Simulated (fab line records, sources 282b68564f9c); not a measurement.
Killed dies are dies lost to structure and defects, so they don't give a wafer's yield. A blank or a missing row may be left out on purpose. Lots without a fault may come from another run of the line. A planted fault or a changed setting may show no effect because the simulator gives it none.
A struck lot beside a sound one | flow rit_cmos | 15 steps out of a route of 202
Sound: wafers L821.1, L821.3, L821.6. Struck: wafers L832.2, L832.3, L832.4. The cause comes at the end.
At each step with rows: each side's tool, then ch and its chambers, then its first start. Under that, the readings that differ: sound wafers | struck wafers | difference of the means | sigmas: that difference in standard deviations of wafers without a fault.
alike: readings whose means differ by less than 2 such deviations, and words and numbers that are the same on both sides. not compared: withheld readings, readings that some wafer has no value for, bounds like >300 that may hide the same value, and numbers for which the record gives no deviation and whose values overlap.
The two part at a step that has a row with sigmas, a row that says differs or no value, or rows on one side only. Numbers that don't overlap but have no deviation are shown without sigmas and don't part them. A reading that every wafer of one side lacks parts them only if that side has two wafers or more.

first, 6 steps without rows for these wafers: RIT_CONTACT_HMDS_02 (prime time 60 s); RIT_CONTACT_COAT_03 (resist thk 1000 nm); RIT_CONTACT_SOFTBAKE_04 (time 60 s); RIT_CONTACT_EXPOSE_05 (exposes mask M11, target cd 1000 nm); RIT_CONTACT_PEB_06; RIT_CONTACT_DEVELOP_07 (develop time 120 s).
RIT_CONTACT_CD_MEAS_08: target cd 1000 nm.
  sound on cd_sem-02, day 4 06:36; struck on cd_sem-01, day 6 13:32
  alike: cd_nm
RIT_CONTACT_OVL_MEAS_09:
  sound on overlay-01, day 4 06:43; struck on overlay-02, day 6 13:38
  alike: CONTACT_OVL
then, 1 step without rows for these wafers: RIT_CONTACT_HARDBAKE_10 (time 60 s).
RIT_CONTACT_ETCH_11: etches SiO2 in CHF3/CF4/Ar, stops on TiSi2, target depth 480 nm, time 320 s.
  sound on rie_diel-04 ch 0,3, day 4 06:55; struck on rie_diel-04 ch 0,2, day 6 13:49
  alike: CHF3_flow_sccm, O2_flow_sccm, cf4_flow_sccm, drypump_motor_current_A, oes_product_au, throttle_valve_pct
  not compared: rf_hours_counter_h
RIT_CONTACT_STRIP_12: strips in O2, time 180 s.
  sound on plasma_asher-01 ch 0,1, day 4 07:07; struck on plasma_asher-03 ch 0,1, day 6 14:01
  alike: drypump_motor_current_A
  not compared: rf_hours_counter_h
RIT_CONTACT_CD_MEAS_90: target cd 1000 nm.
  sound on cd_sem-01, day 4 07:17; struck on cd_sem-01, day 6 14:13
  alike: cd_nm
RIT_CONTACT_CLEAN_13: cleans in SC1, time 600 s.
  sound on wet_bench-02 ch 1, day 4 07:25; struck on wet_bench-01 ch 1, day 6 14:19
  reading          | sound       | struck      | difference | sigmas
  run_length_s (s) | 633 633 633 | 601 601 601 | -32        | -9
then, 1 step without rows for these wafers: RIT_CONTACT_CLEAN_14 (cleans in SC2, time 600 s).
RIT_M1_PROBE_99:
  the record has rows for the sound wafers here (prober-02, day 4 12:01) and none for the struck ones

WHERE THEY PART
First at RIT_CONTACT_CLEAN_13; last, within this record, at RIT_M1_PROBE_99.

WHY: what the simulator had put in
Process parameter drift: wet_bench-01, from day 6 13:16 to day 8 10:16, at RIT_CONTACT_CLEAN_13. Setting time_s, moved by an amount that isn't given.
